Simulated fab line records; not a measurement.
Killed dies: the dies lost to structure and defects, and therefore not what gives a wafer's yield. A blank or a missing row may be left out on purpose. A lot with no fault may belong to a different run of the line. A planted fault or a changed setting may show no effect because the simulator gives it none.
fab line records ; flow rit_cmos
record lots=7; wafers=21; last_day=7
route steps=202 shown SILICIDE@161 CONTACT@168 M1@202
lots untouched by any fault: they come from a run of this same line in which no faults occurred
start_h: hours from the record's opening day to when the first of the lot's shown wafers began ; wait_h: hours since the lot's step before ; " as in the row above ; L1.1+2: one row covering several wafers at once ; - no value present, or no start provided ; * or withheld: withheld ; < > ~ a bound
route shown NAME@n: names a module that has steps shown in the file, with the first one's number in the route ; usual: mean/standard deviation taken from wafers without a fault ; same: alike in all rows ; chamber/n: place in a boat ; sites: per-site readings ; _std_site: the values' standard deviation ; _edge_site: outer sites' mean less inner sites' ; radius_mm: how far each site lies from the wafer's centre ; mask NAME#n: copy n ; behind: the last tool/chamber to shape the wafer ; hold: cause of the lot's hold/its duration in hours/its outcome ; device: which transistor (n, p or np) failed to switch ; end of line: the same wafers' tests at the end of the route ; a step with no rows: only its recipe ; killed: dies that structure and defects cost at the first sort, which is not the same as the wafer's yield ; map: dies across one wafer; x = killed, . = not, _ = none there
set.NAME: the setting that was run; set.NAME@STEP: the one run at that earlier step ; model.NAME: the simulator's own value behind a step, which no gauge read
lots at some steps of the route; a table a step, a row a wafer
services: when a tool's chamber went out of use (start_h, in hours from the record's first day, below 0 if earlier), for how many hours, and the reason
## steps
# step RIT_SILICIDE_WET_ETCH_00
# recipe chemistry=BOE; target=SiO2; target_depth_nm=14; time_s=15; dry=n2_spin; dilution=10:1; temp_c=21.5
# step RIT_SILICIDE_SPUTTER_01
# recipe material=Ti; target_thk_nm=30; power_w=350; chamber_pressure_pa=0.667; gas=Ar; time_s=240; substrate_temp_c=25
# usual throttle_valve_pct=30.1/0.79
lot.wafer;tool;chamber;start_h;wait_h;throttle_valve_pct
L743.2;pvd_sputter-02;-;65.56;0.0;29.8
L743.3;pvd_sputter-02;-;65.56;0.0;29.4
L743.6;pvd_sputter-02;-;65.56;0.0;30.1
L747.3;pvd_sputter-02;-;85.71;0.0;29.8
L747.4;pvd_sputter-02;-;85.71;0.0;30.1
L747.5;pvd_sputter-02;-;85.71;0.0;29.9
L753.1;pvd_sputter-02;-;120.24;0.0;29.5
L753.2;pvd_sputter-02;-;120.24;0.0;30.1
L753.3;pvd_sputter-02;-;120.24;0.0;31.4
L754.1;pvd_sputter-03;-;122.11;0.0;30.4
L754.4;pvd_sputter-03;-;122.11;0.0;30.4
L754.5;pvd_sputter-03;-;122.11;0.0;29.2
L755.1;pvd_sputter-02;-;124.13;0.0;31.6
L755.2;pvd_sputter-02;-;124.13;0.0;30.1
L755.5;pvd_sputter-02;-;124.13;0.0;30.0
L760.1;pvd_sputter-04;-;150.80;0.0;28.9
L760.2;pvd_sputter-04;-;150.80;0.0;30.5
L760.6;pvd_sputter-04;-;150.80;0.0;29.1
L762.2;pvd_sputter-04;-;161.59;0.0;30.7
L762.4;pvd_sputter-04;-;161.59;0.0;28.8
L762.6;pvd_sputter-04;-;161.59;0.0;29.3
# step RIT_SILICIDE_RS_MEAS_02
# recipe thk_meas_gauge=four-point-probe; reads=Ti_of_SILICIDE_SPUTTER_01
# usual SILICIDE_TI_RS=48.0/0.69
lot.wafer;tool;chamber;start_h;wait_h;SILICIDE_TI_RS[ohm/sq]
L743.2;film_metro-01;-;65.73;0.1;47.9
L743.3;film_metro-01;-;65.73;0.1;47.8
L743.6;film_metro-01;-;65.73;0.1;48.1
L747.3;film_metro-02;-;85.90;0.1;47.5
L747.4;film_metro-02;-;85.90;0.1;47.2
L747.5;film_metro-02;-;85.90;0.1;47.7
L753.1;film_metro-03;-;120.39;0.1;48.5
L753.2;film_metro-03;-;120.39;0.1;48.7
L753.3;film_metro-03;-;120.39;0.1;48.3
L754.1;film_metro-03;-;122.26;0.1;47.8
L754.4;film_metro-03;-;122.26;0.1;47.7
L754.5;film_metro-03;-;122.26;0.1;47.9
L755.1;film_metro-03;-;124.28;0.1;49.7
L755.2;film_metro-03;-;124.28;0.1;49.8
L755.5;film_metro-03;-;124.28;0.1;49.6
L760.1;film_metro-03;-;150.95;0.1;47.2
L760.2;film_metro-03;-;150.95;0.1;47.2
L760.6;film_metro-03;-;150.95;0.1;48.0
L762.2;film_metro-02;-;161.76;0.1;48.0
L762.4;film_metro-02;-;161.76;0.1;47.9
L762.6;film_metro-02;-;161.76;0.1;48.9
# step RIT_SILICIDE_THK_MEAS_03
# recipe thk_meas_gauge=xrf; reads=Ti_of_SILICIDE_SPUTTER_01
# usual SILICIDE_TI_THK=29.3/0.35
lot.wafer;tool;chamber;start_h;wait_h;SILICIDE_TI_THK[nm]
L743.2;film_metro-01;-;65.84;0.1;29.1
L743.3;film_metro-01;-;65.84;0.1;29.1
L743.6;film_metro-01;-;65.84;0.1;29.0
L747.3;film_metro-02;-;86.00;0.1;29.5
L747.4;film_metro-02;-;86.00;0.1;29.5
L747.5;film_metro-02;-;86.00;0.1;29.4
L753.1;film_metro-03;-;120.51;0.1;29.2
L753.2;film_metro-03;-;120.51;0.1;29.3
L753.3;film_metro-03;-;120.51;0.1;29.3
L754.1;film_metro-03;-;122.38;0.1;29.4
L754.4;film_metro-03;-;122.38;0.1;29.6
L754.5;film_metro-03;-;122.38;0.1;29.5
L755.1;film_metro-03;-;124.40;0.1;28.6
L755.2;film_metro-03;-;124.40;0.1;28.5
L755.5;film_metro-03;-;124.40;0.1;28.7
L760.1;film_metro-03;-;151.07;0.1;29.8
L760.2;film_metro-03;-;151.07;0.1;29.8
L760.6;film_metro-03;-;151.07;0.1;29.3
L762.2;film_metro-02;-;161.87;0.1;29.2
L762.4;film_metro-02;-;161.87;0.1;29.3
L762.6;film_metro-02;-;161.87;0.1;28.7
# step RIT_SILICIDE_RTA_04
# recipe temp_c=650; time_s=10; idle_temp_c=25; ramp_up_s=5; ramp_down_s=5; cool_to_c=25; ambient=N2
# usual wafer_temp_C_max=653.9/1.8
lot.wafer;tool;chamber;start_h;wait_h;wafer_temp_C_max
L743.2;rtp_anneal-02;0;65.90;0.1;657.3
L743.3;rtp_anneal-02;0;65.90;0.1;655.3
L743.6;rtp_anneal-02;0;65.90;0.1;656.7
L747.3;rtp_anneal-02;0;86.06;0.1;654.3
L747.4;rtp_anneal-02;0;86.06;0.1;655.2
L747.5;rtp_anneal-02;0;86.06;0.1;656.0
L753.1;rtp_anneal-01;0;120.57;0.1;652.2
L753.2;rtp_anneal-01;0;120.57;0.1;651.9
L753.3;rtp_anneal-01;0;120.57;0.1;652.1
L754.1;rtp_anneal-02;0;122.44;0.1;656.9
L754.4;rtp_anneal-02;0;122.44;0.1;654.8
L754.5;rtp_anneal-02;0;122.44;0.1;657.9
L755.1;rtp_anneal-01;0;124.46;0.1;651.9
L755.2;rtp_anneal-01;0;124.46;0.1;652.5
L755.5;rtp_anneal-01;0;124.46;0.1;652.7
L760.1;rtp_anneal-02;0;151.13;0.1;655.6
L760.2;rtp_anneal-02;0;151.13;0.1;654.7
L760.6;rtp_anneal-02;0;151.13;0.1;655.0
L762.2;rtp_anneal-02;0;161.93;0.1;656.2
L762.4;rtp_anneal-02;0;161.93;0.1;656.5
L762.6;rtp_anneal-02;0;161.93;0.1;656.9
# step RIT_SILICIDE_WET_ETCH_05
# recipe chemistry=SPM; target=Ti; temp_c=90; time_s=120; dry=n2_spin
# step RIT_SILICIDE_RTA_06
# recipe temp_c=750; time_s=10; idle_temp_c=25; ramp_up_s=5; ramp_down_s=10; cool_to_c=25; ambient=N2
# usual wafer_temp_C_max=754.6/2.1
lot.wafer;tool;chamber;start_h;wait_h;wafer_temp_C_max
L743.2;rtp_anneal-01;0;66.01;0.0;752.4
L743.3;rtp_anneal-01;0;66.01;0.0;751.7
L743.6;rtp_anneal-01;0;66.01;0.0;752.7
L747.3;rtp_anneal-01;0;86.17;0.0;753.8
L747.4;rtp_anneal-01;0;86.17;0.0;753.1
L747.5;rtp_anneal-01;0;86.17;0.0;753.0
L753.1;rtp_anneal-02;0;120.68;0.0;755.4
L753.2;rtp_anneal-02;0;120.68;0.0;756.0
L753.3;rtp_anneal-02;0;120.68;0.0;759.1
L754.1;rtp_anneal-01;0;122.55;0.0;752.5
L754.4;rtp_anneal-01;0;122.55;0.0;752.2
L754.5;rtp_anneal-01;0;122.55;0.0;752.9
L755.1;rtp_anneal-02;0;124.57;0.0;755.2
L755.2;rtp_anneal-02;0;124.57;0.0;756.7
L755.5;rtp_anneal-02;0;124.57;0.0;756.5
L760.1;rtp_anneal-01;0;151.24;0.0;753.0
L760.2;rtp_anneal-01;0;151.24;0.0;752.8
L760.6;rtp_anneal-01;0;151.24;0.0;752.2
L762.2;rtp_anneal-01;0;162.08;0.0;752.7
L762.4;rtp_anneal-01;0;162.08;0.0;751.9
L762.6;rtp_anneal-01;0;162.08;0.0;752.4
# step RIT_CONTACT_CVD_00
# recipe material=SiO2; target_thk_nm=400; precursor=TEOS; temp_c=390; time_s=61; rf_w=400
# usual heater_power_w=307/51; rf_fwd_power_W=396.4/1.4
lot.wafer;tool;chamber;start_h;wait_h;heater_power_w;rf_fwd_power_W
L743.2;pecvd-02;0;66.06;0.0;418;397.3
L743.3;pecvd-02;1;66.06;0.0;320;396.8
L743.6;pecvd-02;0;66.06;0.0;422;394.7
L747.3;pecvd-03;1;86.22;0.0;292;395.9
L747.4;pecvd-03;1;86.22;0.0;298;396.0
L747.5;pecvd-03;0;86.22;0.0;265;396.4
L753.1;pecvd-03;0;120.74;0.1;218;394.8
L753.2;pecvd-03;1;120.74;0.1;292;397.0
L753.3;pecvd-03;2;120.74;0.1;289;396.1
L754.1;pecvd-01;2;122.61;0.1;404;394.8
L754.4;pecvd-01;0;122.61;0.1;290;398.1
L754.5;pecvd-01;2;122.61;0.1;283;396.2
L755.1;pecvd-02;1;124.64;0.1;386;395.1
L755.2;pecvd-02;0;124.64;0.1;343;396.0
L755.5;pecvd-02;1;124.64;0.1;288;397.2
L760.1;pecvd-01;2;151.31;0.1;344;397.0
L760.2;pecvd-01;1;151.31;0.1;259;398.1
L760.6;pecvd-01;2;151.31;0.1;359;394.7
L762.2;pecvd-03;1;162.13;0.0;248;395.6
L762.4;pecvd-03;0;162.13;0.0;281;395.8
L762.6;pecvd-03;1;162.13;0.0;262;398.9
# step RIT_CONTACT_THK_MEAS_01
# recipe reads=SiO2_of_CONTACT_CVD_00
# usual CONTACT_TEOS_THK=400/5.3
lot.wafer;tool;chamber;start_h;wait_h;CONTACT_TEOS_THK[nm]
L743.2;film_metro-04;-;66.12;0.0;400
L743.3;film_metro-04;-;66.12;0.0;396
L743.6;film_metro-04;-;66.12;0.0;403
L747.3;film_metro-03;-;86.29;0.0;399
L747.4;film_metro-03;-;86.29;0.0;404
L747.5;film_metro-03;-;86.29;0.0;404
L753.1;film_metro-04;-;120.79;0.0;393
L753.2;film_metro-04;-;120.79;0.0;391
L753.3;film_metro-04;-;120.79;0.0;392
L754.1;film_metro-04;-;122.66;0.0;397
L754.4;film_metro-04;-;122.66;0.0;400
L754.5;film_metro-04;-;122.66;0.0;399
L755.1;film_metro-02;-;124.69;0.0;398
L755.2;film_metro-02;-;124.69;0.0;397
L755.5;film_metro-02;-;124.69;0.0;405
L760.1;film_metro-03;-;151.36;0.0;404
L760.2;film_metro-03;-;151.36;0.0;397
L760.6;film_metro-03;-;151.36;0.0;406
L762.2;film_metro-02;-;162.19;0.0;389
L762.4;film_metro-02;-;162.19;0.0;398
L762.6;film_metro-02;-;162.19;0.0;395
# step RIT_CONTACT_HMDS_02
# recipe prime_time_s=60; prime_temp_c=140
# step RIT_CONTACT_COAT_03
# recipe resist=NOVOLAK; spin_rpm=3250; resist_thk_nm=1000
# step RIT_CONTACT_SOFTBAKE_04
# recipe resist=NOVOLAK; temp_c=90; time_s=60
# step RIT_CONTACT_EXPOSE_05
# recipe mask_id=M11; na=0.6; source_shape=conventional; sigma_outer=0.5; target_cd_nm=1000; dose_mj=250
# usual focus_offset_nm=0.1/0.53; reticle_temp_C=23.01/0.11
# same na=0.6
lot.wafer;tool;chamber;start_h;wait_h;mask;focus_offset_nm;reticle_temp_C;model.CONTACT.overlay_x_nm
L743.2;iline_stepper-01;0;66.77;0.2;M11#0;-0.8;23.13;0.03074
L743.3;iline_stepper-01;0;66.77;0.2;M11#0;-0.7;23.12;0.03074
L743.6;iline_stepper-01;0;66.77;0.2;M11#0;0.2;23.20;0.03074
L747.3;iline_stepper-02;0;86.82;0.1;M11#0;0.5;22.85;-0.06888
L747.4;iline_stepper-02;0;86.82;0.1;M11#0;0.9;22.93;-0.06888
L747.5;iline_stepper-02;0;86.82;0.1;M11#0;0.6;23.03;-0.06888
L753.1;iline_stepper-01;0;121.43;0.2;M11#0;-1.0;22.97;129.4
L753.2;iline_stepper-01;0;121.43;0.2;M11#0;-0.7;23.25;129.4
L753.3;iline_stepper-01;0;121.43;0.2;M11#0;0.4;22.99;129.4
L754.1;iline_stepper-01;0;123.17;0.1;M11#0;0.7;22.88;129.4
L754.4;iline_stepper-01;0;123.17;0.1;M11#0;0.8;23.01;129.4
L754.5;iline_stepper-01;0;123.17;0.1;M11#0;1.1;22.94;129.4
L755.1;iline_stepper-01;0;125.20;0.1;M11#0;0.4;23.20;129.7
L755.2;iline_stepper-01;0;125.20;0.1;M11#0;0.1;22.97;129.7
L755.5;iline_stepper-01;0;125.20;0.1;M11#0;0.9;22.99;129.7
L760.1;iline_stepper-02;0;152.00;0.2;M11#0;0.2;22.98;-0.12
L760.2;iline_stepper-02;0;152.00;0.2;M11#0;0.2;23.00;-0.12
L760.6;iline_stepper-02;0;152.00;0.2;M11#0;0.4;22.84;-0.12
L762.2;iline_stepper-02;0;162.71;0.1;M11#0;0.2;23.11;0.08277
L762.4;iline_stepper-02;0;162.71;0.1;M11#0;0.1;23.17;0.08277
L762.6;iline_stepper-02;0;162.71;0.1;M11#0;-0.9;23.15;0.08277
# step RIT_CONTACT_PEB_06
# recipe resist=NOVOLAK; temp_c=withheld; time_s=withheld
# step RIT_CONTACT_DEVELOP_07
# recipe resist=NOVOLAK; develop_time_s=120; dev_temp_c=23
# step RIT_CONTACT_CD_MEAS_08
# recipe target_cd_nm=1000
# usual cd_nm=1000.0/2.4
lot.wafer;tool;chamber;start_h;wait_h;cd_nm
L743.2;cd_sem-01;-;67.28;-;997.8
L743.3;cd_sem-01;-;67.28;-;994.4
L743.6;cd_sem-01;-;67.28;-;993.9
L747.3;cd_sem-01;-;87.33;-;997.0
L747.4;cd_sem-01;-;87.33;-;996.8
L747.5;cd_sem-01;-;87.33;-;997.1
L753.1;cd_sem-01;-;121.95;-;999.0
L753.2;cd_sem-01;-;121.95;-;1003.0
L753.3;cd_sem-01;-;121.95;-;1003.8
L754.1;cd_sem-01;-;123.74;-;997.5
L754.4;cd_sem-01;-;123.74;-;998.8
L754.5;cd_sem-01;-;123.74;-;999.2
L755.1;cd_sem-01;-;125.72;-;998.5
L755.2;cd_sem-01;-;125.72;-;997.5
L755.5;cd_sem-01;-;125.72;-;998.0
L760.1;cd_sem-01;-;152.63;-;995.3
L760.2;cd_sem-01;-;152.63;-;996.5
L760.6;cd_sem-01;-;152.63;-;996.6
L762.2;cd_sem-02;-;163.23;-;996.9
L762.4;cd_sem-02;-;163.23;-;999.2
L762.6;cd_sem-02;-;163.23;-;999.5
# step RIT_CONTACT_OVL_MEAS_09
# usual CONTACT_OVL=0.2/1.5
lot.wafer;tool;chamber;start_h;wait_h;CONTACT_OVL[nm]
L743.2;overlay-02;-;67.39;0.1;1.0
L743.3;overlay-02;-;67.39;0.1;-0.8
L743.6;overlay-02;-;67.39;0.1;1.5
L747.3;overlay-02;-;87.42;0.1;-0.9
L747.4;overlay-02;-;87.42;0.1;0.6
L747.5;overlay-02;-;87.42;0.1;1.9
L753.1;overlay-02;-;122.07;0.1;130.3
L753.2;overlay-02;-;122.07;0.1;128.9
L753.3;overlay-02;-;122.07;0.1;130.1
L754.1;overlay-01;-;123.86;0.1;129.2
L754.4;overlay-01;-;123.86;0.1;126.1
L754.5;overlay-01;-;123.86;0.1;128.3
L755.1;overlay-01;-;125.84;0.1;128.3
L755.2;overlay-01;-;125.84;0.1;128.2
L755.5;overlay-01;-;125.84;0.1;127.7
L760.1;overlay-01;-;152.75;0.1;1.5
L760.2;overlay-01;-;152.75;0.1;1.3
L760.6;overlay-01;-;152.75;0.1;2.6
L762.2;overlay-01;-;163.34;0.1;1.2
L762.4;overlay-01;-;163.34;0.1;2.3
L762.6;overlay-01;-;163.34;0.1;1.3
# step RIT_CONTACT_HARDBAKE_10
# recipe resist=NOVOLAK; temp_c=140; time_s=60
# step RIT_M1_PROBE_99
# usual killed_at_contacts=0.1/0.27; killed_at_front_end=7/3.1; killed_dies=7/3.1; killed_open=3.6/2.3; killed_short=3.2/2
# same gross_dies=264; killed_at_M0_to_M3=0; killed_at_M4_up=0; killed_at_back_side=0; killed_at_other=0
lot.wafer;tool;chamber;start_h;wait_h;killed_at_contacts;killed_at_front_end;killed_dies;killed_open;killed_short;model.etest.contact_to_gate.bv_left_v;model.etest.contact_to_gate.bv_right_v
L743.2;prober-01;-;73.61;0.1;0;10;10;3;7;91.62;92.32
L743.3;prober-01;-;73.66;0.2;0;5;5;4;1;94.74;92.17
L743.6;prober-01;-;73.81;0.2;0;4;4;2;2;93.03;91.83
L747.3;prober-02;-;93.70;0.2;0;5;5;3;2;92.46;90.86
L747.4;prober-02;-;93.75;0.2;1;1;2;1;1;91.43;91.7
L747.5;prober-02;-;93.80;0.2;0;4;4;0;4;91.09;94.68
L753.1;prober-02;-;127.20;0.1;0;5;5;2;3;154;28
L753.2;prober-02;-;127.25;0.1;0;11;11;4;7;157.7;28.29
L753.3;prober-02;-;127.30;0.2;0;7;7;1;6;154.6;27.64
L754.1;prober-01;-;129.85;0.1;0;4;4;3;1;156.8;25.2
L754.4;prober-01;-;130.00;0.2;0;9;9;2;7;155;23.02
L754.5;prober-01;-;130.05;0.2;0;8;8;5;3;154.3;23.31
L755.1;prober-02;-;131.35;0.1;0;5;5;4;1;157.7;27.38
L755.2;prober-02;-;131.40;0.1;0;6;6;2;4;159.2;24.7
L755.5;prober-02;-;131.55;0.2;1;4;5;2;3;157;27.12
L760.1;prober-01;-;157.92;0.1;0;7;7;1;6;93.41;90.58
L760.2;prober-01;-;157.97;0.1;0;11;11;8;3;90.16;91.05
L760.6;prober-01;-;158.17;0.2;0;8;8;6;2;93.02;89.1
L762.2;prober-01;-;168.54;0.1;0;4;4;2;2;90.72;92.43
L762.4;prober-01;-;168.64;0.2;0;12;12;5;7;91.94;90.93
L762.6;prober-01;-;168.74;0.2;0;6;6;2;4;92.16;91.44
# killed by level:class
L743.2 GATE:geometric_particle:short=4 GATE:geometric_particle:open=2 REOX:geometric_particle:short=2 SPACER:geometric_particle:open=1 SILICIDE:geometric_particle:short=1
L743.3 GATE:geometric_particle:open=2 GATE:geometric_particle:short=1 REOX:geometric_particle:open=1 SILICIDE:geometric_particle:open=1
L743.6 ACTIVE:geometric_particle:short=1 REOX:geometric_particle:open=1 SPACER:geometric_particle:short=1 SPACER:geometric_particle:open=1
L747.3 FOX2:geometric_particle:short=2 FOX1:geometric_particle:open=1 GATE:geometric_particle:open=1 SILICIDE:geometric_particle:open=1
L747.4 GATE:geometric_particle:short=1 CONTACT:geometric_particle:open=1
L747.5 REOX:geometric_particle:short=2 GATE:geometric_particle:short=1 SILICIDE:geometric_particle:short=1
L753.1 FOX1:geometric_particle:short=1 FOX2:geometric_particle:short=1 REOX:geometric_particle:open=1 SPACER:geometric_particle:open=1 SILICIDE:geometric_particle:short=1
L753.2 GATE:geometric_particle:short=4 FOX2:geometric_particle:short=3 GATE:geometric_particle:open=2 FOX1:geometric_particle:open=1 SPACER:geometric_particle:open=1
L753.3 FOX1:geometric_particle:short=2 SPACER:geometric_particle:short=2 GATE:geometric_particle:short=1 REOX:geometric_particle:open=1 SILICIDE:geometric_particle:short=1
L754.1 GATE:geometric_particle:open=3 FOX2:geometric_particle:short=1
L754.4 GATE:geometric_particle:short=3 SILICIDE:geometric_particle:short=3 SILICIDE:geometric_particle:open=2 SPACER:geometric_particle:short=1
L754.5 GATE:geometric_particle:open=3 GATE:geometric_particle:short=2 REOX:geometric_particle:open=1 SPACER:geometric_particle:short=1 SILICIDE:geometric_particle:open=1
L755.1 SILICIDE:geometric_particle:open=2 FOX1:geometric_particle:short=1 FOX1:geometric_particle:open=1 REOX:geometric_particle:open=1
L755.2 FOX1:geometric_particle:short=3 FOX2:geometric_particle:short=1 FOX2:geometric_particle:open=1 GATE:geometric_particle:open=1
L755.5 GATE:geometric_particle:short=2 GATE:geometric_particle:open=1 SPACER:geometric_particle:short=1 CONTACT:geometric_particle:open=1
L760.1 FOX1:geometric_particle:short=2 GATE:geometric_particle:short=2 FOX1:geometric_particle:open=1 SPACER:geometric_particle:short=1 SILICIDE:geometric_particle:short=1
L760.2 SILICIDE:geometric_particle:open=5 ACTIVE:geometric_particle:open=1 FOX2:geometric_particle:short=1 GATE:geometric_particle:short=1 REOX:geometric_particle:open=1 SPACER:geometric_particle:short=1 SPACER:geometric_particle:open=1
L760.6 SPACER:geometric_particle:open=2 SILICIDE:geometric_particle:open=2 FOX2:geometric_particle:open=1 GATE:geometric_particle:short=1 REOX:geometric_particle:open=1 SILICIDE:geometric_particle:short=1
L762.2 GATE:geometric_particle:open=2 FOX2:geometric_particle:short=1 GATE:geometric_particle:short=1
L762.4 FOX1:geometric_particle:short=3 GATE:geometric_particle:open=3 GATE:geometric_particle:short=2 SILICIDE:geometric_particle:short=2 SILICIDE:geometric_particle:open=1 REOX:geometric_particle:open=1
L762.6 GATE:geometric_particle:short=4 FOX2:geometric_particle:open=1 REOX:geometric_particle:open=1
## services
tool;chamber;start_h;hours;kind
pvd_sputter-04;-;54.55;1.0;repair
pvd_sputter-02;-;90.95;2.2;repair
rtp_anneal-01;-;92.35;3.9;pm
pecvd-03;0;93.98;11.0;repair
pecvd-03;2;95.50;6.8;repair
iline_stepper-01;0;104.23;-;calibration
pvd_sputter-03;-;110.27;1.6;repair
iline_stepper-02;-;120.58;1.7;pm
iline_stepper-01;-;127.32;1.7;pm
pecvd-03;1;130.95;7.5;repair
pecvd-02;-;133.67;1.3;repair
pvd_sputter-02;-;162.73;1.6;repair
## key
first_sign step=RIT_CONTACT_OVL_MEAS_09; reading=CONTACT_OVL; direction=up; sigmas=88; usual=0.2; struck=128.6
effect none on later readings
model_effect step=RIT_CONTACT_EXPOSE_05; value=CONTACT.overlay_x_nm; without=-0.4995; struck=129.5
model_effect step=RIT_M1_PROBE_99; value=etest.contact_to_gate.bv_left_v; without=91.25; struck=156.3
met_at RIT_CONTACT_EXPOSE_05
struck_wafers L753.1,L753.2,L753.3,L754.1,L754.4,L754.5,L755.1,L755.2,L755.5
tester_left_out L753,L754,L755
onset_between 66.77 121.43
fault kind=scanner_matching_overlay; tool=iline_stepper-01; chamber=-; onset_h=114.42; steps=RIT_CONTACT_EXPOSE_05; offset=130
# tester_left_out: of these lots the tester's yield and bins aren't shown, on N5 and GAA mostly nor the transistor test; their killed dies are dies lost to structure and defects alone, not to doping, threshold or leakage, so they don't give the yield
